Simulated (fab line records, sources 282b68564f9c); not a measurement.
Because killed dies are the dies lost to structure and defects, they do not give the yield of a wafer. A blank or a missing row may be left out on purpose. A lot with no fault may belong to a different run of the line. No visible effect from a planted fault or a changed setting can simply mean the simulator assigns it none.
A single fault, viewed from 2 desks || flow ritCmos || what lay behind the numbers comes last; until then each desk has only its own

FOR THE TOOL OWNER'S DESK: lpcvd-01
The tool's own readings at RIT_SPACER_CVD_03 (deposits Si3N4 from SiH2Cl2/NH3, target thk 250 nm, time 3300 s): means of the sampled wafers that have a number, for each lot that ran on this tool. The brackets show how far a lot's mean lies from the usual mean; more than 4 standard deviations puts the lot out of limits, marked OUT.
Columns: A = spikeTcCentreC at RIT_SPACER_CVD_03, usual 811.3 C; B = spikeTcLoadC at RIT_SPACER_CVD_03, usual 836.8 C; C = spikeTcSourceC at RIT_SPACER_CVD_03, usual 833.0 C; D = susceptorTempC at RIT_SPACER_CVD_03, usual 810.0 C; E = zonePowerLoadPct at RIT_SPACER_CVD_03, usual 22.7 %; F = zonePowerSourcePct at RIT_SPACER_CVD_03, usual 20.6 %
{"lot": "L436", "first seen here": "day 3 00:22", "A": 811.8, "B": 837.9, "C": 834.3, "D": 810.2, "E": 23.0, "F": 19.4}
{"lot": "L437", "first seen here": "day 3 03:59", "A": 811.9, "B": 839.3, "C": 833.5, "D": 809.9, "E": 23.0, "F": 19.9}
{"lot": "L439", "first seen here": "day 3 11:23", "A": 812.0, "B": 839.6, "C": 833.0, "D": 810.3, "E": 23.0, "F": 19.7}
{"lot": "L443", "first seen here": "day 4 13:15", "A": 811.1, "B": 836.7, "C": 830.6, "D": 810.0, "E": 22.2, "F": 22.0}
{"lot": "L444", "first seen here": "day 4 13:15", "A": 812.2, "B": 838.5, "C": 834.5, "D": 810.3, "E": 23.0, "F": 19.7}
{"lot": "L445", "first seen here": "day 4 21:43", "A": 811.2, "B": 837.7, "C": 830.0, "D": 810.2, "E": 22.0, "F": 22.3}
{"lot": "L446", "first seen here": "day 5 03:56", "A": "859.2 (+44) OUT", "B": "886.4 (+23) OUT", "C": "877.9 (+20) OUT", "D": "858.4 (+99 or more) OUT", "E": "25.2 (+5.5) OUT", "F": 25.2}
This desk's finding: out of limits on L446; first on L446, day 5 03:56 (spikeTcCentreC at RIT_SPACER_CVD_03). L436, L437, L439, L443, L444, L445: within limits.

AT THE METROLOGY DESK
What the gauges read for every lot (on any tool): the sampled wafers with a number, averaged. The brackets show how far a lot's mean lies from the usual mean; more than 4 standard deviations puts the lot out of limits, marked OUT.
Columns: A = SPACER_NITRIDE_THK at RIT_SPACER_THK_MEAS_04, usual 251.2 nm
{"lot": "L436", "first seen here": "day 3 03:14", "A": 253.4}
{"lot": "L437", "first seen here": "day 3 05:56", "A": 250.0}
{"lot": "L439", "first seen here": "day 3 13:20", "A": 249.5}
{"lot": "L440", "first seen here": "day 3 19:48", "A": 249.7}
{"lot": "L442", "first seen here": "day 4 11:19", "A": 248.4}
{"lot": "L443", "first seen here": "day 4 15:10", "A": 252.3}
{"lot": "L444", "first seen here": "day 4 15:11", "A": 249.6}
{"lot": "L445", "first seen here": "day 4 23:38", "A": 250.1}
{"lot": "L446", "first seen here": "day 5 05:52", "A": "420.4 (+70) OUT"}
{"lot": "L448", "first seen here": "day 5 13:55", "A": 249.3}
{"lot": "L455", "first seen here": "day 6 23:32", "A": 248.2}
{"lot": "L456", "first seen here": "day 7 07:09", "A": 250.9}
{"lot": "L459", "first seen here": "day 7 21:24", "A": 252.1}
Per this desk, out of limits: L446; the first was L446, day 5 05:52 (SPACER_NITRIDE_THK at RIT_SPACER_THK_MEAS_04). L436, L437, L439, L440, L442, L443, L444, L445, L448, L455, L456, L459: within limits.

BROUGHT TOGETHER
An alarm could have come from the tool owner's desk at day 5 03:56, on L446.
The metrology desk could have raised an alarm at day 5 05:52, on L446.
All the named lots went through RIT_SPACER_CVD_03 on lpcvd-01.

WHAT HAD BEEN PUT IN BY THE SIMULATOR
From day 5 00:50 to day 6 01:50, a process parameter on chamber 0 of lpcvd-01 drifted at RIT_SPACER_CVD_03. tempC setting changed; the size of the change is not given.
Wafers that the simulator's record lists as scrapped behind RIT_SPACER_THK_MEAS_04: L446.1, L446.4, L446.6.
Struck lots among those shown: L446.
Counting hours from when the fault started, the first reading out of limits came at 3 for the tool owner's desk and at 5 for the metrology desk.
